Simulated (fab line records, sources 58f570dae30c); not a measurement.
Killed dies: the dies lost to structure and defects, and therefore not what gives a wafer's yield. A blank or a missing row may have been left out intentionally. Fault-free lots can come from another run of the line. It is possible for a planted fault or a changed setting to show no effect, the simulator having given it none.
Chamber matching	flow berkeley cmos170	4 sister chambers for UCB170_V1_ETCH_14 on rie diel-03
The step etches SiO2 in CHF3/CF4/Ar, stops on Al, target depth 1250 nm, time 291 s. 7 wafers are shown with their chamber, then 7 later ones without.

== WAFERS PAIRED WITH THEIR CHAMBERS ==
wafer	chamber	throttle valve pct (%)	oes product au (a.u.)
L423.6	3	7.03	0.850
L425.1	1	6.75	0.893
L430.5	1	6.74	0.892
L432.4	2	7.02	0.857
L432.5	0	6.93	0.870
L438.1	0	6.94	0.875
L438.2	2	7.02	0.859

== WAFERS WHOSE CHAMBER IS MISSING ==
wafer	throttle valve pct (%)	oes product au (a.u.)
L438.6	6.74	0.895
L439.3	7.03	0.860
L439.4	6.74	0.888
L439.6	7.01	0.862
L441.1	7.02	0.847
L441.2	6.94	0.872
L441.3	7.02	0.852

== THE CHAMBER EACH PASSED THROUGH ==
wafer	from the rows above	in truth
L438.6	1	1
L439.3	2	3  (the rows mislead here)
L439.4	1	1
L439.6	2	2
L441.1	3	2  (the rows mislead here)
L441.2	0	0
L441.3	can't be placed: 3 or 2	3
Correct placement for 4 of the 7. Can't be placed from these rows: 1 (the true chamber is among the candidates in 1). 2 placed wrongly.
How it was worked out, from the rows above alone: a wafer's distance from a chamber is the root of the sum, over the readings, of the square of ((its reading less the chamber's mean) divided by the reading's scatter). The wafer belongs to the nearest chamber; if the next one is less than 2 further off, it can't be placed. The mean given for a chamber averages the wafers shown for that chamber. The scatter: the root of (the sum of the squares of (reading less its chamber's mean) over the shown wafers, divided by (wafers less chambers)).
